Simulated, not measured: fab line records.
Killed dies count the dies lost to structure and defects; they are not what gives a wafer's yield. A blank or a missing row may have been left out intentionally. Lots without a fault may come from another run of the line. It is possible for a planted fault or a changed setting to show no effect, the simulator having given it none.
fab line records	flow berkeleyCmos170
record: lots: 13	wafers: 39	lastDay: 13
route steps=331 shown FIELD@96 SCREENOX@102 PLDD@148 CONTACT@224
lots that met no fault: from a run of the same line without faults
startH: the number of hours between the record's first day and the start of the first shown wafer of the lot	waitH: time in hours since the lot's previous step	" identical to the entry in the row above	L1.1+2: one row covering several wafers at once	- no value present, or no start provided	* or withheld: withheld	< > ~ a bound
route shown NAME@n: a module of which the file shows steps, and the number in the route of the first	usual: mean and standard deviation over wafers with no fault	same: alike in all rows	chamber/n: place in a boat	sites: each site's reading	_std_site: their standard deviation	_edge_site: inner sites' mean taken away from outer sites' mean	radiusMm: how far each site lies from the wafer's centre	mask NAME#n: copy n	behind: the most recent tool/chamber to have shaped the wafer	hold: reason for holding the lot/hours on hold/outcome of the hold	device: whichever transistor did not switch (one of n, p or np)	end of line: at the end of the route, the tests of the same wafers	for a step that has no rows: nothing shown but its recipe	killed: count of dies lost to structure and defects at first sort (not the wafer's yield)	map: per-die view of a wafer (x killed, . not killed, _ where there is no die)
set.NAME: the setting the step ran with; set.NAME@STEP: the setting that earlier step ran with	model.NAME: the simulator's own value behind a step, which no gauge read
a sample of lots followed through the steps of the route, with each step as a table and each wafer as a row
services: the hour from which a tool's chamber was out of use, counted from the record's first day as startH (under 0 if before that day), plus the number of hours and why
== steps ==
step: UCB170_FIELD_THK_MEAS_90
recipe: reads: SiO2_of_FIELD_OXIDATION_01
usual: FIELD_OXIDE_LEFT_1_THK: 441/9.3
lot.wafer	tool	chamber	startH	waitH	FIELD_OXIDE_LEFT_1_THK[nm]
L955.1	filmMetro-04	-	111.35	0.0	431
L955.3	"	-	"	"	444
L955.5	"	-	"	"	446
L954.1	filmMetro-01	-	111.36	0.0	452
L954.2	"	-	"	"	460
L954.4	"	-	"	"	462
L957.1	filmMetro-02	-	126.51	0.0	448
L957.3	"	-	"	"	449
L957.5	"	-	"	"	441
L956.3	filmMetro-01	-	126.53	0.0	445
L956.4	"	-	"	"	442
L956.6	"	-	"	"	445
L959.1	filmMetro-02	-	136.20	0.0	432
L959.4	"	-	"	"	437
L959.6	"	-	"	"	444
L958.2	filmMetro-01	-	136.21	0.0	425
L958.5	"	-	"	"	428
L958.6	"	-	"	"	432
L960.4	filmMetro-04	-	136.23	0.0	429
L960.5	"	-	"	"	440
L960.6	"	-	"	"	439
L961.1	filmMetro-04	-	145.01	0.0	424
L961.4	"	-	"	"	426
L961.6	"	-	"	"	430
L964.2	filmMetro-02	-	174.09	0.0	425
L964.3	"	-	"	"	426
L964.4	"	-	"	"	425
L965.3	filmMetro-01	-	174.10	0.0	434
L965.4	"	-	"	"	443
L965.6	"	-	"	"	427
L973.1	filmMetro-02	-	217.64	0.1	451
L973.2	"	-	"	"	454
L973.3	"	-	"	"	439
L974.1	filmMetro-01	-	223.27	0.0	433
L974.4	"	-	"	"	439
L974.5	"	-	"	"	434
L977.1	filmMetro-01	-	235.14	0.1	443
L977.3	"	-	"	"	436
L977.5	"	-	"	"	437
step: UCB170_SCREENOX_THK_MEAS_02
recipe: reads: SiO2_of_SCREENOX_OXIDATION_01
usual: SCREENOX_OXIDE_THK: 14.28/0.25
lot.wafer	tool	chamber	startH	waitH	SCREENOX_OXIDE_THK[nm]
L955.1	filmMetro-01	-	124.22	0.0	14.23
L955.3	"	-	"	"	14.07
L955.5	"	-	"	"	14.37
L954.1	filmMetro-01	-	124.28	0.1	14.14
L954.2	"	-	"	"	14.03
L954.4	"	-	"	"	13.94
L957.1	filmMetro-01	-	138.15	0.0	13.78
L957.3	"	-	"	"	13.72
L957.5	"	-	"	"	13.83
L956.3	filmMetro-03	-	138.17	0.0	13.62
L956.4	"	-	"	"	13.69
L956.6	"	-	"	"	13.60
L958.2	filmMetro-02	-	146.28	0.0	14.24
L958.5	"	-	"	"	14.54
L958.6	"	-	"	"	14.52
L959.1	filmMetro-02	-	146.33	0.1	14.47
L959.4	"	-	"	"	14.41
L959.6	"	-	"	"	14.56
L960.4	filmMetro-03	-	146.34	0.1	14.42
L960.5	"	-	"	"	14.48
L960.6	"	-	"	"	14.44
L961.1	filmMetro-01	-	155.56	0.0	14.57
L961.4	"	-	"	"	14.36
L961.6	"	-	"	"	14.71
L964.2	filmMetro-03	-	192.50	0.0	14.50
L964.3	"	-	"	"	14.52
L964.4	"	-	"	"	14.28
L965.3	filmMetro-03	-	192.57	0.1	14.13
L965.4	"	-	"	"	14.10
L965.6	"	-	"	"	14.22
L973.1	filmMetro-01	-	228.31	0.0	14.40
L973.2	"	-	"	"	14.22
L973.3	"	-	"	"	14.40
L974.1	filmMetro-03	-	235.41	0.0	14.21
L974.4	"	-	"	"	14.23
L974.5	"	-	"	"	14.36
L977.1	filmMetro-01	-	247.62	0.0	14.28
L977.3	"	-	"	"	14.46
L977.5	"	-	"	"	14.39
step: UCB170_PLDD_EXPOSE_03
recipe: maskId: PSELECT	na: 0.5	sigmaOuter: 0.6	sourceShape: conventional	targetCdNm: 1200	doseMj: 30
usual: stageVelMmS: 500.03/0.23
lot.wafer	tool	chamber	startH	waitH	mask	stageVelMmS
L955.1	krfScanner-01	0	152.45	0.1	PSELECT#0	500.28
L955.3	"	0	"	"	PSELECT#0	500.30
L955.5	"	0	"	"	PSELECT#0	500.31
L954.1	krfScanner-01	0	152.96	0.1	PSELECT#0	500.04
L954.2	"	0	"	"	PSELECT#0	499.89
L954.4	"	0	"	"	PSELECT#0	500.19
L956.3	krfScanner-01	0	161.65	0.3	PSELECT#0	499.87
L956.4	"	0	"	"	PSELECT#0	499.72
L956.6	"	0	"	"	PSELECT#0	499.95
L957.1	krfScanner-02	0	161.98	0.2	PSELECT#0	499.57
L957.3	"	0	"	"	PSELECT#0	499.76
L957.5	"	0	"	"	PSELECT#0	499.86
L958.2	krfScanner-02	0	181.17	0.1	PSELECT#0	499.99
L958.5	"	0	"	"	PSELECT#0	499.74
L958.6	"	0	"	"	PSELECT#0	499.94
L960.4	krfScanner-01	0	181.64	0.2	PSELECT#0	499.66
L960.5	"	0	"	"	PSELECT#0	500.13
L960.6	"	0	"	"	PSELECT#0	500.11
L959.1	krfScanner-02	0	182.00	0.2	PSELECT#0	500.00
L959.4	"	0	"	"	PSELECT#0	499.83
L959.6	"	0	"	"	PSELECT#0	500.18
L961.1	krfScanner-01	0	182.24	0.5	PSELECT#0	500.40
L961.4	"	0	"	"	PSELECT#0	500.32
L961.6	"	0	"	"	PSELECT#0	500.20
L965.3	krfScanner-01	0	222.98	0.1	PSELECT#0	500.02
L965.4	"	0	"	"	PSELECT#0	499.94
L965.6	"	0	"	"	PSELECT#0	499.89
L964.2	krfScanner-02	0	223.22	0.2	PSELECT#0	500.38
L964.3	"	0	"	"	PSELECT#0	499.92
L964.4	"	0	"	"	PSELECT#0	500.05
L973.1	krfScanner-01	0	256.43	-	PSELECT#0	500.11
L973.2	"	0	"	"	PSELECT#0	500.50
L973.3	"	0	"	"	PSELECT#0	500.21
L974.1	krfScanner-01	0	260.08	-	PSELECT#0	499.87
L974.4	"	0	"	"	PSELECT#0	500.03
L974.5	"	0	"	"	PSELECT#0	500.01
L977.1	krfScanner-01	0	272.83	0.2	PSELECT#0	499.68
L977.3	"	0	"	"	PSELECT#0	499.45
L977.5	"	0	"	"	PSELECT#0	499.76
step: UCB170_PLDD_OVL_MEAS_07
usual: PLDD_OVL: 2/5.6
lot.wafer	tool	chamber	startH	waitH	PLDD_OVL[nm]
L955.1	overlay-02	-	153.75	0.1	3
L955.3	"	-	"	"	-4
L955.5	"	-	"	"	-8
L954.1	overlay-02	-	153.96	0.1	8
L954.2	"	-	"	"	9
L954.4	"	-	"	"	-1
L956.3	overlay-02	-	162.21	0.1	4
L956.4	"	-	"	"	-2
L956.6	"	-	"	"	5
L957.1	overlay-02	-	162.49	0.1	4
L957.3	"	-	"	"	1
L957.5	"	-	"	"	3
L958.2	overlay-01	-	181.88	0.1	7
L958.5	"	-	"	"	-2
L958.6	"	-	"	"	8
L960.4	overlay-02	-	182.32	0.1	8
L960.5	"	-	"	"	2
L960.6	"	-	"	"	-5
L959.1	overlay-01	-	182.51	0.1	324
L959.4	"	-	"	"	323
L959.6	"	-	"	"	326
L961.1	overlay-02	-	182.75	0.1	-4
L961.4	"	-	"	"	4
L961.6	"	-	"	"	7
L965.3	overlay-02	-	223.63	0.1	3
L965.4	"	-	"	"	8
L965.6	"	-	"	"	2
L964.2	overlay-01	-	223.76	0.1	328
L964.3	"	-	"	"	331
L964.4	"	-	"	"	321
L973.1	overlay-02	-	258.00	0.1	-1
L973.2	"	-	"	"	6
L973.3	"	-	"	"	-5
L974.1	overlay-02	-	261.63	0.1	-3
L974.4	"	-	"	"	0
L974.5	"	-	"	"	-5
L977.1	overlay-02	-	273.34	0.1	2
L977.3	"	-	"	"	-1
L977.5	"	-	"	"	-1
step: UCB170_CONTACT_RTA_08
recipe: tempC: 900	timeS: 10	ambient: N2
usual: lampPowerPct: 23.1/1.2	wafer_temp_C_max: 903.2/0.93
lot.wafer	tool	chamber	startH	waitH	lampPowerPct	wafer_temp_C_max
L954.1	rtpAnneal-01	0	176.43	0.0	24.4	905.2
L954.2	"	0	"	"	24.4	904.4
L954.4	"	0	"	"	24.4	904.2
L955.1	rtpAnneal-01	0	177.79	0.0	24.4	903.5
L955.3	"	0	"	"	24.4	904.1
L955.5	"	0	"	"	24.4	903.6
L956.3	rtpAnneal-02	0	182.62	0.0	22.0	902.0
L956.4	"	0	"	"	22.0	902.2
L956.6	"	0	"	"	22.0	902.9
L957.1	rtpAnneal-01	0	183.36	0.0	24.4	903.5
L957.3	"	0	"	"	24.4	904.7
L957.5	"	0	"	"	24.4	905.2
L959.1	rtpAnneal-01	0	202.90	0.0	24.4	903.3
L959.4	"	0	"	"	24.4	902.7
L959.6	"	0	"	"	24.4	903.0
L961.1	rtpAnneal-02	0	206.60	0.0	22.0	902.3
L961.4	"	0	"	"	22.0	902.6
L961.6	"	0	"	"	22.0	902.2
L958.2	rtpAnneal-02	0	206.76	0.0	22.0	901.9
L958.5	"	0	"	"	22.0	902.6
L958.6	"	0	"	"	22.0	902.1
L960.4	rtpAnneal-01	0	206.81	0.1	24.4	903.7
L960.5	"	0	"	"	24.4	903.7
L960.6	"	0	"	"	24.4	903.3
L965.3	rtpAnneal-02	0	242.14	0.0	22.0	903.0
L965.4	"	0	"	"	22.0	901.8
L965.6	"	0	"	"	22.0	902.7
L964.2	rtpAnneal-02	0	243.98	0.1	22.0	902.6
L964.3	"	0	"	"	22.0	902.2
L964.4	"	0	"	"	22.0	902.9
L973.1	rtpAnneal-01	0	278.32	0.0	24.4	904.9
L973.2	"	0	"	"	24.4	904.5
L973.3	"	0	"	"	24.5	902.8
L974.1	rtpAnneal-02	0	280.28	0.0	22.0	903.0
L974.4	"	0	"	"	22.0	903.1
L974.5	"	0	"	"	22.0	902.6
L977.1	rtpAnneal-01	0	290.06	0.0	24.4	903.9
L977.3	"	0	"	"	24.4	903.6
L977.5	"	0	"	"	24.4	903.5
== services ==
tool	chamber	startH	hours	kind
krfScanner-02	-	138.84	0.8	pm
rtpAnneal-02	-	156.10	4.0	pm
krfScanner-01	0	160.78	-	calibration
krfScanner-02	-	198.03	1.3	pm
krfScanner-01	-	213.39	1.3	pm
krfScanner-02	0	222.13	-	calibration
rtpAnneal-01	-	233.20	11.0	pm
krfScanner-01	-	240.60	1.0	pm
krfScanner-01	-	248.92	4.0	pm
krfScanner-01	-	264.58	3.6	pm
krfScanner-01	-	268.14	0.8	pm
krfScanner-02	-	282.25	1.0	pm
== key ==
firstSign: step: UCB170_PLDD_OVL_MEAS_07	reading: PLDD_OVL	direction: up	sigmas: 57	usual: 2	struck: 326
effect none on later readings
metAt UCB170_PLDD_EXPOSE_03
struckLots L959,L964
testerLeftOut L959,L964
notActingAt UCB170_FIELD_THK_MEAS_90,UCB170_SCREENOX_THK_MEAS_02,UCB170_CONTACT_RTA_08
onsetBetween 181.17 182.00
fault: kind: scannerMatchingOverlay	tool: krfScanner-02	chamber: -	onsetH: 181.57	steps: UCB170_PLDD_EXPOSE_03	offset: 320
testerLeftOut: of these lots the tester's yield and bins aren't shown, on N5 and GAA mostly nor the transistor test; their killed dies are dies lost to structure and defects alone, not to doping, threshold or leakage, so they don't give the yield
